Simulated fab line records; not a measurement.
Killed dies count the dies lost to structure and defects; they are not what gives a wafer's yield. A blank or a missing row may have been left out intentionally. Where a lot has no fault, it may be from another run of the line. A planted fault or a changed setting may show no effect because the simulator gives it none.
Problem report, 8D (eight disciplines) form, completed by code ; flow berkeleyCmos170 ; the parts of the form that need people (team, actions taken, sign-off) are left out

== 1. THE ISSUE ==
UCB170_GATE_ETCH_15, oesProductAu: mean 0.946 a.u. on 2 wafers (1 lot); fault-free wafers 0.833 a.u., standard deviation 0.017. That is +6.7 standard deviations from the usual mean.
The step: etches poly-Si in HBr/Cl2, stops on SiO2, time 56.3 s, target depth 278.2 nm.
First observed at day 11 10:53: wafer L671.4, on rieSi-02. The record has a number at this step for 15 wafers belonging to 5 lots. The rule behind "out" and "out of limits": a value lying over 4 standard deviations away from the usual mean. The rest of the wafers with a number are treated as sound.

== 2. WHAT THIS IS AND IS NOT ==
question;is;is not
which readings at this step;oesProductAu;drypumpMotorCurrentA, throttleValvePct
which lots;L671;L655, L657, L675, L676
which wafers of those lots;L671.4, L671.6;L671.1
read on which tools;rieSi-02;rieSi-01
when;from day 11 10:53;"up to then (7 sound wafers); but 6 sound wafers of L675, L676 came after"

== 3. SUSPECTS, AND WHAT RULES EACH OUT ==
Counting: if a tool at a process step up to the reading ran every lot that is out, it stays a suspect. Sound lots after the first of them don't rule it out here, since some wafers of a struck lot are sound.
- rieDiel-04 at UCB170_GATE_ETCH_14 (etches BARC in N2/H2): kept. It ran the lot that is out, L671 (day 11 10:50).
- rieSi-02 at UCB170_GATE_ETCH_15 (etches poly-Si in HBr/Cl2, stops on SiO2, time 56.3 s, target depth 278.2 nm): kept. The lot that is out, L671, ran on it at day 11 10:53; the last sound lot it ran before that was L657, at day 8 16:23. On those wafers its own readings are out: oesProductAu.
- Within rieDiel-04 at UCB170_GATE_ETCH_14: the wafers that are out ran in chambers 1, 2; their sound lot-mates ran in chamber 0.
- Within rieSi-02 at UCB170_GATE_ETCH_15: the wafers that are out ran in chamber 3; their sound lot-mates ran in chamber 0.
Left after counting: rieDiel-04 at UCB170_GATE_ETCH_14, rieSi-02 at UCB170_GATE_ETCH_15.

== 4. THE CAUSE (what the simulator had put in) ==
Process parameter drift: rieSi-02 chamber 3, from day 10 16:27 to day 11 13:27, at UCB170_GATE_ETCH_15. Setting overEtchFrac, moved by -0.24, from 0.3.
This tool is one of the 2 suspects left after counting.

== 5. SEQUENCE OF EFFECTS, ordered by route ==
Rows list readings where the struck wafers' mean (over those with a number) sits beyond 3 standard deviations from the usual. Only readings for which the record gives a usual standard deviation are gone through. hours: the time from each lot's start at the first step in this table that gives one to its start at this step, as a median over the lots. sigmas: the change in usual standard deviations.
hours;step;reading;usual;on struck wafers;change;sigmas
0;UCB170_GATE_ETCH_15;oesProductAu;0.833 a.u.;0.946;+0.113;+6.7
It contains these process steps:
- UCB170_GATE_ETCH_15: etches poly-Si in HBr/Cl2, stops on SiO2, time 56.3 s, target depth 278.2 nm.

== 6. HOW IT WOULD HAVE BEEN CAUGHT EARLIER ==
18 hours passed between the start of the fault at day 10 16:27 and the first reading out of limits in this record, taken at day 11 10:53.
